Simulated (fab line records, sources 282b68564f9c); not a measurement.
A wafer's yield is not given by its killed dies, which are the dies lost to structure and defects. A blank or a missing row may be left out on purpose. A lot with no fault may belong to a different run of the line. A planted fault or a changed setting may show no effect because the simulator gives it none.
fab line records	flow rit_cmos
[record] lots = 7	wafers = 17	last_day = 7
route steps=202 shown CONTACT@172 M1@184
lots with no fault: from the same line, run without faults
start_h: start of the lot's first displayed wafer, in hours after the record's first day	wait_h: hours since the lot's step before	" repeats the value in the row above	L1.1+2: one row covering several wafers at once	- either no value or no given start	* or withheld: withheld	< > ~ a bound
route shown NAME@n: NAME is a module with steps in the file, n the number in the route of the first one	usual: average and standard deviation across the fault-free wafers	same: alike in all rows	chamber/n: place in a boat	sites: readings site by site	_std_site: the standard deviation of these	_edge_site: outer sites' mean less inner sites'	radius_mm: how far each site lies from the wafer's centre	mask NAME#n: copy n	behind: the tool/chamber that last shaped the wafer	hold: why the lot was held/for how many hours/how that ended	device: the n, p or np transistor that did not switch	end of line: the same wafers' tests at the end of the route	step lacking rows: just its recipe	killed: at the first sort, the dies lost to defects and structure; wafer yield is something else	map: a wafer's dies, x killed, . not, _ none there
set.NAME: setting as actually run; set.NAME@STEP: the setting as run at that earlier step	model.NAME: the simulator's own value behind a step, which no gauge read
lots at selected steps of the route; one table per step, one row per wafer
services: the hour from which a tool's chamber was out of use, counted from the record's first day as start_h (under 0 if before that day), plus the number of hours and why
[[steps]]
[step RIT_CONTACT_SOFTBAKE_04]
[recipe] resist = NOVOLAK	temp_c = 90	time_s = 60
[step RIT_CONTACT_EXPOSE_05]
[recipe] mask_id = M11	na = 0.6	source_shape = conventional	sigma_outer = 0.5	target_cd_nm = 1000	dose_mj = 250
[step RIT_CONTACT_PEB_06]
[recipe] resist = NOVOLAK	temp_c = withheld	time_s = withheld
[step RIT_CONTACT_DEVELOP_07]
[recipe] resist = NOVOLAK	develop_time_s = 120	dev_temp_c = 23
[step RIT_CONTACT_CD_MEAS_08]
[recipe] target_cd_nm = 1000
[usual] cd_nm = 1000.1/2
lot.wafer	tool	chamber	start_h	wait_h	cd_nm
L162.2	cd_sem-01	-	54.62	-	996.5
L162.3	"	-	"	"	996.4
L162.6	"	-	"	"	995.6
L163.1	cd_sem-02	-	62.85	-	998.1
L163.3	"	-	"	"	1000.5
L163.5	"	-	"	"	1001.5
L165.2	cd_sem-01	-	74.78	-	1000.0
L165.5	"	-	"	"	1001.1
L165.6	"	-	"	"	999.8
L180.4	cd_sem-02	-	146.31	-	1000.3
L180.5	"	-	"	"	1000.5
L180.6	"	-	"	"	1002.7
L178.2	cd_sem-02	-	153.53	-	996.8
L182.1	cd_sem-02	-	162.60	-	997.6
L185.1	cd_sem-02	-	168.99	-	1001.5
L185.3	"	-	"	"	1000.1
L185.4	"	-	"	"	1003.1
[step RIT_CONTACT_OVL_MEAS_09]
[usual] CONTACT_OVL = 0.1/1.5
lot.wafer	tool	chamber	start_h	wait_h	CONTACT_OVL[nm]
L162.2	overlay-01	-	54.72	0.1	0.7
L162.3	"	-	"	"	1.4
L162.6	"	-	"	"	0.5
L163.1	overlay-02	-	62.97	0.1	0.5
L163.3	"	-	"	"	0.4
L163.5	"	-	"	"	2.3
L165.2	overlay-02	-	74.88	0.1	-0.9
L165.5	"	-	"	"	0.7
L165.6	"	-	"	"	-0.4
L180.4	overlay-02	-	146.39	0.1	-2.2
L180.5	"	-	"	"	-1.8
L180.6	"	-	"	"	-3.4
L178.2	overlay-02	-	153.63	0.1	1.6
L182.1	overlay-01	-	162.72	0.1	0.1
L185.1	overlay-02	-	169.11	0.1	-1.3
L185.3	"	-	"	"	1.5
L185.4	"	-	"	"	0.3
[step RIT_CONTACT_HARDBAKE_10]
[recipe] resist = NOVOLAK	temp_c = 140	time_s = 60
[step RIT_CONTACT_ETCH_11]
[recipe] target_depth_a = 4800	over_etch_frac = 0.2	stop_on = TiSi2	chemistry = CHF3/CF4/Ar	target = SiO2	CHF3_flow_sccm = 50	cf4_flow_sccm = 10	Ar_flow_sccm = 100	O2_flow_sccm = 5	pressure_mtorr = 100	rf_w = 200	time_s = 320
[usual] drypump_motor_current_A = 5.7/0.48	oes_product_au = 0.989/0.016	throttle_valve_pct = 8.87/0.11
[same] time_s = 320
lot.wafer	tool	chamber	start_h	wait_h	drypump_motor_current_A	oes_product_au	rf_hours_counter_h	throttle_valve_pct
L162.2	rie_diel-02	2	54.90	0.1	5.3	1.008	163	8.79
L162.3	"	3	"	"	6.0	0.973	6	8.83
L162.6	"	2	"	"	5.3	1.000	-	8.80
L163.1	rie_diel-02	2	63.15	0.1	5.3	1.014	163	8.78
L163.3	"	0	"	"	6.3	0.999	83	8.92
L163.5	"	0	"	"	6.3	0.999	-	8.90
L165.2	rie_diel-04	0	75.06	0.1	5.9	1.009	108	8.84
L165.5	"	3	"	"	6.1	0.978	-	8.91
L165.6	"	0	"	"	5.8	0.998	-	8.84
L180.4	rie_diel-03	2	146.55	0.1	5.7	0.972	139	9.05
L180.5	"	3	"	"	4.7	1.002	-	8.67
L180.6	"	0	"	"	5.6	1.015	-	9.09
L178.2	rie_diel-04	2	153.81	0.1	6.2	0.998	141	8.88
L182.1	rie_diel-02	1	162.91	0.1	5.0	0.979	79	8.97
L185.1	rie_diel-04	3	169.30	0.1	6.1	0.978	2	8.91
L185.3	"	1	"	"	5.9	0.967	107	8.72
L185.4	"	0	"	"	5.9	1.005	110	8.84
[step RIT_CONTACT_STRIP_12]
[recipe] chemistry = O2	time_s = 180	resist = NOVOLAK	platen_temp_c = withheld	power_w = 500	pressure_mtorr = 4000	o2_flow_sccm = 4000
[usual] drypump_motor_current_A = 5.6/0.42	rf_refl_power_W = 7.0/2.2
[same] time_s = 180
lot.wafer	tool	chamber	start_h	wait_h	drypump_motor_current_A	rf_hours_counter_h	rf_refl_power_W
L162.2	plasma_asher-04	0	55.10	0.1	5.8	41	3.7
L162.3	"	0	"	"	5.8	-	3.9
L162.6	"	1	"	"	5.8	-	8.7
L163.1	plasma_asher-03	1	63.35	0.1	5.2	41	7.8
L163.3	"	1	"	"	5.2	-	7.8
L163.5	"	0	"	"	5.3	-	6.8
L165.2	plasma_asher-01	1	75.26	0.1	5.9	30	9.3
L165.5	"	1	"	"	5.9	-	9.4
L165.6	"	0	"	"	4.8	-	7.6
L180.4	plasma_asher-04	0	146.81	0.2	5.9	-	3.5
L180.5	"	0	"	"	5.9	-	3.8
L180.6	"	1	"	"	5.8	-	8.8
L178.2	plasma_asher-04	1	154.01	0.1	5.8	48	8.8
L182.1	plasma_asher-04	0	163.10	0.1	5.9	51	3.4
L185.1	plasma_asher-04	0	169.49	0.1	5.9	52	3.5
L185.3	"	0	"	"	5.9	-	3.7
L185.4	"	1	"	"	5.8	-	8.6
[step RIT_CONTACT_CD_MEAS_90]
[recipe] target_cd_nm = 1000
[usual] cd_nm = 1000.1/2
lot.wafer	tool	chamber	start_h	wait_h	cd_nm
L162.2	cd_sem-01	-	55.29	0.1	997.1
L162.3	"	-	"	"	996.7
L162.6	"	-	"	"	995.7
L163.1	cd_sem-02	-	63.52	0.1	998.0
L163.3	"	-	"	"	1000.0
L163.5	"	-	"	"	1001.2
L165.2	cd_sem-02	-	75.45	0.1	1000.2
L165.5	"	-	"	"	1001.1
L165.6	"	-	"	"	999.6
L180.4	cd_sem-01	-	146.98	0.1	1000.1
L180.5	"	-	"	"	999.8
L180.6	"	-	"	"	1003.1
L178.2	cd_sem-02	-	154.20	0.1	997.8
L182.1	cd_sem-01	-	163.28	0.1	997.4
L185.1	cd_sem-01	-	169.67	0.1	1002.0
L185.3	"	-	"	"	999.9
L185.4	"	-	"	"	1003.5
[step RIT_CONTACT_CLEAN_13]
[recipe] chemistry = SC1	mix = 3:3:50	time_s = 600	temp_c = 75
[step RIT_CONTACT_CLEAN_14]
[recipe] chemistry = SC2	mix = 3:3:50	time_s = 600	temp_c = 75	dry = n2_spin
[step RIT_M1_SPUTTER_00]
[recipe] material = Al	target_thk_nm = 400	power_w = 1958	chamber_pressure_pa = 0.4	gas = Ar	time_s = 500	substrate_temp_c = 25
[usual] throttle_valve_pct = 29.9/1.5
lot.wafer	tool	chamber	start_h	wait_h	throttle_valve_pct	model.Al_of_M1_SPUTTER_00.thk_nm
L162.2	pvd_sputter-02	-	55.76	0.0	29.9	393.1
L162.3	"	-	"	"	28.5	392.1
L162.6	"	-	"	"	28.8	389.2
L163.1	pvd_sputter-01	-	63.99	0.0	30.6	389.3
L163.3	"	-	"	"	31.1	391.2
L163.5	"	-	"	"	30.3	389.6
L165.2	pvd_sputter-01	-	75.90	0.0	29.6	387.1
L165.5	"	-	"	"	31.1	391.5
L165.6	"	-	"	"	27.6	386.7
L180.4	pvd_sputter-01	-	147.39	0.0	29.8	390.9
L180.5	"	-	"	"	30.1	387
L180.6	"	-	"	"	31.1	212.2
L178.2	pvd_sputter-01	-	154.67	0.0	31.2	212.1
L182.1	pvd_sputter-01	-	163.77	0.0	31.3	214.9
L185.1	pvd_sputter-04	-	170.15	0.0	30.3	383.5
L185.3	"	-	"	"	33.0	388.2
L185.4	"	-	"	"	31.5	387.4
[step RIT_M1_RS_MEAS_01]
[recipe] thk_meas_gauge = four-point-probe	reads = Al_of_M1_SPUTTER_00
[usual] M1_AL_RS = 0.0750/0.00078
lot.wafer	tool	chamber	start_h	wait_h	hold	M1_AL_RS[ohm/sq]
L162.2	film_metro-03	-	56.07	0.2	-	0.0749
L162.3	"	-	"	"	-	0.0750
L162.6	"	-	"	"	-	0.0757
L163.1	film_metro-03	-	64.29	0.1	-	0.0756
L163.3	"	-	"	"	-	0.0751
L163.5	"	-	"	"	-	0.0754
L165.2	film_metro-04	-	76.22	0.2	-	0.0759
L165.5	"	-	"	"	-	0.0749
L165.6	"	-	"	"	-	0.0758
L180.4	film_metro-03	-	147.75	0.2	await_dispo/0.2h/release	0.0755
L180.5	"	-	"	"	await_dispo/0.2h/release	0.0761
L180.6	"	-	"	"	await_dispo/0.2h/release	0.1424
L180.4	film_metro-03	-	148.04	0.3	-	0.0754
L180.5	"	-	"	"	-	0.0760
L180.6	"	-	"	"	-	0.1425
L178.2	film_metro-04	-	154.98	0.2	-	0.1420
L178.2	film_metro-04	-	155.27	0.3	-	0.1422
L182.1	film_metro-02	-	164.06	0.1	await_dispo/0.2h/release	0.1398
L182.1	film_metro-02	-	164.35	0.3	-	0.1401
L185.1	film_metro-04	-	170.45	0.1	-	0.0765
L185.3	"	-	"	"	-	0.0754
L185.4	"	-	"	"	-	0.0757
[step RIT_M1_THK_MEAS_02]
[recipe] thk_meas_gauge = xrf	reads = Al_of_M1_SPUTTER_00
[usual] M1_AL_THK = 389/4.2
lot.wafer	tool	chamber	start_h	wait_h	hold	M1_AL_THK[nm]
L162.2	film_metro-03	-	56.18	0.1	-	391
L162.3	"	-	"	"	-	389
L162.6	"	-	"	"	-	390
L163.1	film_metro-03	-	64.41	0.1	-	391
L163.3	"	-	"	"	-	389
L163.5	"	-	"	"	-	389
L165.2	film_metro-04	-	76.33	0.1	-	385
L165.5	"	-	"	"	-	385
L165.6	"	-	"	"	-	381
L180.4	film_metro-03	-	149.43	1.4	await_dispo/0.2h/release	387
L180.5	"	-	"	"	await_dispo/0.2h/release	387
L180.6	"	-	"	"	await_dispo/0.2h/release	211
L180.4	film_metro-03	-	149.66	0.2	-	387
L180.5	"	-	"	"	-	385
L180.6	"	-	"	"	-	211
L178.2	film_metro-04	-	158.59	3.3	-	211
L182.1	film_metro-02	-	167.79	3.4	await_dispo/3.3h/release	215
L185.1	film_metro-04	-	170.57	0.1	-	378
L185.3	"	-	"	"	-	382
L185.4	"	-	"	"	-	385
[step RIT_M1_HMDS_03]
[recipe] prime_time_s = 60	prime_temp_c = 140
[step RIT_M1_COAT_04]
[recipe] resist = NOVOLAK	spin_rpm = 2000	resist_thk_nm = 1280
[step RIT_M1_SOFTBAKE_05]
[recipe] resist = NOVOLAK	temp_c = 90	time_s = 60
[step RIT_M1_EXPOSE_06]
[recipe] mask_id = M12	na = 0.6	source_shape = conventional	sigma_outer = 0.5	target_cd_nm = 2600	dose_mj = 250
[step RIT_M1_PEB_07]
[recipe] resist = NOVOLAK	temp_c = withheld	time_s = withheld
[step RIT_M1_DEVELOP_08]
[recipe] resist = NOVOLAK	develop_time_s = 68	dev_temp_c = 23
[step RIT_M1_CD_MEAS_09]
[recipe] target_cd_nm = 2600
[usual] cd_nm = 2600.5/1.9
lot.wafer	tool	chamber	start_h	wait_h	cd_nm
L162.2	cd_sem-02	-	57.26	-	2599.3
L162.3	"	-	"	"	2599.4
L162.6	"	-	"	"	2600.3
L163.1	cd_sem-01	-	65.38	-	2599.4
L163.3	"	-	"	"	2600.7
L163.5	"	-	"	"	2600.7
L165.2	cd_sem-02	-	77.28	-	2601.8
L165.5	"	-	"	"	2600.1
L165.6	"	-	"	"	2599.3
L180.4	cd_sem-02	-	152.59	-	2600.1
L180.5	"	-	"	"	2600.1
L180.6	"	-	"	"	2601.2
L178.2	cd_sem-02	-	159.54	-	2598.2
L182.1	cd_sem-02	-	168.73	-	2602.1
L185.1	cd_sem-02	-	171.68	-	2600.1
L185.3	"	-	"	"	2601.1
L185.4	"	-	"	"	2601.9
[step RIT_M1_OVL_MEAS_10]
[usual] M1_OVL = 0.7/1.3
lot.wafer	tool	chamber	start_h	wait_h	M1_OVL[nm]
L162.2	overlay-02	-	57.36	0.1	2.0
L162.3	"	-	"	"	0.9
L162.6	"	-	"	"	0.2
L163.1	overlay-02	-	65.50	0.1	0.8
L163.3	"	-	"	"	-0.7
L163.5	"	-	"	"	0.9
L165.2	overlay-02	-	77.38	0.1	3.2
L165.5	"	-	"	"	3.7
L165.6	"	-	"	"	3.0
L180.4	overlay-02	-	152.67	0.1	0.3
L180.5	"	-	"	"	0.5
L180.6	"	-	"	"	-2.3
L178.2	overlay-02	-	159.65	0.1	0.8
L182.1	overlay-02	-	168.85	0.1	0.9
L185.1	overlay-02	-	171.80	0.1	2.0
L185.3	"	-	"	"	0.9
L185.4	"	-	"	"	0.3
[step RIT_M1_HARDBAKE_11]
[recipe] resist = NOVOLAK	temp_c = 140	time_s = 120
[step RIT_M1_METAL_ETCH_12]
[recipe] stop_on = SiO2	chemistry = Cl2/BCl3	target = Al	time_s = 165	over_etch_frac = 0.5	pressure_mtorr = 100	target_depth_a = 6000	rf_w = 250	Cl2_flow_sccm = 60	bcl3_flow_sccm = 50
[usual] drypump_motor_current_A = 5.8/0.61	mfc_cl2_sccm = 59.99/0.16	oes_product_au = 0.768/0.011	throttle_valve_pct = 8.27/0.081
[same] time_s = 165
lot.wafer	tool	chamber	start_h	wait_h	drypump_motor_current_A	mfc_cl2_sccm	oes_product_au	rf_hours_counter_h	throttle_valve_pct
L162.2	rie_metal-02	0	57.64	0.2	5.1	59.64	0.755	1	8.28
L162.3	"	0	"	"	5.1	59.93	0.760	-	8.28
L162.6	"	1	"	"	6.7	60.22	0.775	-	8.19
L163.1	rie_metal-04	1	65.78	0.2	5.9	60.17	0.775	2	8.34
L163.3	"	1	"	"	5.9	60.05	0.782	-	8.33
L163.5	"	0	"	"	5.3	60.03	0.762	-	8.39
L165.2	rie_metal-02	0	77.66	0.2	5.1	60.08	0.753	1	8.29
L165.5	"	0	"	"	5.1	60.06	0.756	-	8.30
L165.6	"	1	"	"	6.7	59.90	0.775	-	8.21
L180.4	rie_metal-04	0	152.99	0.1	5.3	59.79	0.766	-	8.40
L180.5	"	1	"	"	5.9	59.86	0.773	-	8.34
L180.6	"	0	"	"	5.3	59.91	0.557	-	8.42
L178.2	rie_metal-04	1	159.93	0.2	6.0	60.05	0.580	3	8.36
L182.1	rie_metal-03	0	169.14	0.2	6.6	59.78	0.588	0	8.23
L185.1	rie_metal-03	1	172.09	0.2	5.7	59.98	0.771	0	8.18
L185.3	"	0	"	"	6.6	60.06	0.765	-	8.20
L185.4	"	1	"	"	5.7	60.18	0.799	-	8.17
[step RIT_M1_STRIP_13]
[recipe] chemistry = nmp	resist = NOVOLAK	temp_c = 80	time_s = 600	dry = n2_spin
[step RIT_M1_PROBE_99]
[usual] defect_limited_yield = 97.4/1	killed_at_contacts = 0.1/0.3	killed_at_front_end = 6.7/2.6	killed_dies = 6.8/2.6	killed_open = 3.3/1.7	killed_short = 3.4/2	sort_bin_3_pad_short = 0.1/0.24	sort_bin_5_function = 1.5/0.77	sort_bin_6_memory = 1.0/0.61	sort_n_pass = 257.2/2.6	sort_yield_pct = 97.4/1
[same] gross_dies = 264	killed_at_M0_to_M3 = 0	killed_at_M4_up = 0	killed_at_back_side = 0	killed_at_other = 0
lot.wafer	tool	chamber	start_h	wait_h	hold	defect_limited_yield[%]	killed_at_contacts	killed_at_front_end	killed_dies	killed_open	killed_short	sort_bin_3_pad_short[%]	sort_bin_5_function[%]	sort_bin_6_memory[%]	sort_n_pass	sort_yield_pct[%]
L162.2	prober-01	-	59.95	0.1	-	97.7	1	5	6	3	1	0	1.5	0.8	258.0	97.7
L162.3	prober-01	-	60.00	0.2	-	97.3	0	7	7	4	3	0	1.1	1.5	257.0	97.3
L162.6	prober-01	-	60.15	0.2	-	97.7	1	5	6	2	3	0.4	1.5	0.4	258.0	97.7
L163.1	prober-02	-	68.05	0.1	-	95.5	0	12	12	4	8	0	2.7	1.9	252.0	95.5
L163.3	prober-02	-	68.15	0.2	-	97.3	0	7	7	3	4	0	1.1	1.5	257.0	97.3
L163.5	prober-02	-	68.25	0.2	-	97.0	0	8	8	5	3	0	1.5	1.5	256.0	97.0
L165.2	prober-02	-	79.96	0.1	-	98.5	0	4	4	2	2	0	0.4	1.1	260.0	98.5
L165.5	prober-02	-	80.11	0.2	-	95.5	0	12	12	7	5	0	1.1	3.4	252.0	95.5
L165.6	prober-02	-	80.16	0.2	-	98.1	0	5	5	1	4	0	0.8	1.1	259.0	98.1
L180.4	prober-01	-	157.71	2.3	await_dispo/2.1h/release	97.3	1	6	7	2	5	1.1	1.1	0.4	257.0	97.3
L180.5	prober-01	-	157.76	2.3	await_dispo/2.1h/release	97.7	0	6	6	4	2	0.4	1.1	0.8	258.0	97.7
L180.6	prober-01	-	157.81	2.3	await_dispo/2.1h/release	97.7	0	6	6	4	2	0	1.1	1.1	258.0	97.7
L182.1	prober-01	-	171.39	0.1	-	97.7	0	6	6	3	3	0.8	1.1	0.4	258.0	97.7
L185.1	prober-02	-	174.34	0.1	-	98.5	0	4	4	1	3	0	1.1	0.4	260.0	98.5
L185.3	prober-02	-	174.44	0.2	-	98.5	0	4	4	2	2	0	0.8	0.8	260.0	98.5
L185.4	prober-02	-	174.49	0.2	-	98.1	0	5	5	2	3	0.4	0	1.5	259.0	98.1
// killed by level:class
L162.2 REOX:geometric_particle:open=2 GATE:geometric_particle:open=1 SPACER:geometric_particle:short=1 NWELL:coat_microbubble_printed=1 CONTACT:coat_microbubble_printed=1
L162.3 FOX1:geometric_particle:open=2 SPACER:geometric_particle:short=2 FOX1:geometric_particle:short=1 SPACER:geometric_particle:open=1 SILICIDE:geometric_particle:open=1
L162.6 FOX1:geometric_particle:open=1 FOX1:geometric_particle:short=1 FOX2:geometric_particle:short=1 REOX:geometric_particle:short=1 REOX:geometric_particle:open=1 CONTACT:coat_microbubble_printed=1
L163.1 GATE:geometric_particle:short=3 SPACER:geometric_particle:short=3 ACTIVE:geometric_particle:open=1 FOX1:geometric_particle:open=1 FOX2:geometric_particle:open=1 FOX2:geometric_particle:short=1 REOX:geometric_particle:short=1 REOX:geometric_particle:open=1
L163.3 GATE:geometric_particle:short=3 FOX2:geometric_particle:open=2 SPACER:geometric_particle:open=1 SILICIDE:geometric_particle:short=1
L163.5 GATE:geometric_particle:short=3 GATE:geometric_particle:open=3 REOX:geometric_particle:open=1 SPACER:geometric_particle:open=1
L165.2 FOX2:geometric_particle:open=2 SPACER:geometric_particle:short=2
L165.5 GATE:geometric_particle:open=4 GATE:geometric_particle:short=2 SILICIDE:geometric_particle:short=2 ACTIVE:geometric_particle:open=1 FOX1:geometric_particle:open=1 REOX:geometric_particle:open=1 SPACER:geometric_particle:short=1
L165.6 GATE:geometric_particle:short=2 SPACER:geometric_particle:short=1 REOX:geometric_particle:open=1 SILICIDE:geometric_particle:short=1
L180.4 GATE:geometric_particle:short=3 FOX1:geometric_particle:open=1 FOX2:geometric_particle:short=1 GATE:geometric_particle:open=1 CONTACT:geometric_particle:short=1
L180.5 FOX1:geometric_particle:open=2 FOX1:geometric_particle:short=1 GATE:geometric_particle:open=1 GATE:geometric_particle:short=1 SPACER:geometric_particle:open=1
L180.6 SPACER:geometric_particle:open=2 FOX2:geometric_particle:short=1 GATE:geometric_particle:open=1 REOX:geometric_particle:open=1 SILICIDE:geometric_particle:short=1
L182.1 GATE:geometric_particle:open=2 GATE:geometric_particle:short=2 FOX2:geometric_particle:short=1 REOX:geometric_particle:open=1
L185.1 FOX1:geometric_particle:short=1 REOX:geometric_particle:short=1 REOX:geometric_particle:open=1 SILICIDE:geometric_particle:short=1
L185.3 REOX:geometric_particle:open=2 GATE:geometric_particle:short=1 REOX:geometric_particle:short=1
L185.4 FOX1:geometric_particle:short=2 GATE:geometric_particle:short=1 REOX:geometric_particle:open=1 SPACER:geometric_particle:open=1
[[services]]
tool	chamber	start_h	hours	kind
rie_diel-02	3	45.81	6.1	repair
rie_diel-03	2	52.50	9.5	repair
rie_metal-03	-	56.12	1.0	repair
rie_diel-03	3	59.59	4.2	repair
plasma_asher-04	-	62.96	15.9	pm
pvd_sputter-02	-	63.99	2.9	repair
rie_diel-02	2	84.55	-	clean
rie_diel-02	2	84.55	20.4	scheduled_down
rie_diel-02	2	84.55	20.4	vent_cycle
rie_metal-04	-	85.24	4.0	pm
rie_metal-04	1	93.45	13.3	repair
rie_metal-02	1	101.43	8.8	repair
plasma_asher-03	-	107.08	5.2	repair
plasma_asher-03	-	112.27	9.0	pm
rie_diel-03	-	113.42	1.0	repair
rie_diel-02	3	121.12	15.6	repair
rie_diel-02	1	122.91	2.9	repair
rie_diel-03	-	131.76	14.6	pm
rie_metal-03	-	136.12	20.0	pm
rie_metal-03	0	136.12	20.0	vent_cycle
rie_metal-03	1	136.12	20.0	vent_cycle
rie_diel-02	-	137.36	2.8	pm
rie_diel-02	3	146.63	4.1	repair
plasma_asher-04	-	170.81	2.8	pm
[[key]]
[first_sign] step = RIT_M1_RS_MEAS_01	reading = visit	direction = added
[effect] step = RIT_M1_RS_MEAS_01	reading = M1_AL_RS	direction = up	sigmas = 85	usual = 0.0750	struck = 0.1414
[effect] step = RIT_M1_THK_MEAS_02	reading = M1_AL_THK	direction = down	sigmas = 42	usual = 389	struck = 213
[effect] step = RIT_M1_METAL_ETCH_12	reading = oes_product_au	direction = down	sigmas = 17	usual = 0.768	struck = 0.575
[model_effect] step = RIT_M1_SPUTTER_00	value = Al_of_M1_SPUTTER_00.thk_nm	without = 393.7	struck = 213.1
met_at RIT_M1_SPUTTER_00
struck_wafers L178.2,L180.6,L182.1
rows_end L178.2
onset_between 75.90 147.39
[fault] kind = process_parameter_drift	tool = pvd_sputter-01	chamber = -	onset_h = 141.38	steps = RIT_M1_SPUTTER_00	channel = target_thk_nm	offset = -184.52	shape = step	end_h = 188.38	stated = 400	scope = struck_wafers_only
// rows_end: these wafers met a further fault down the route, and their rows from its step on are left out
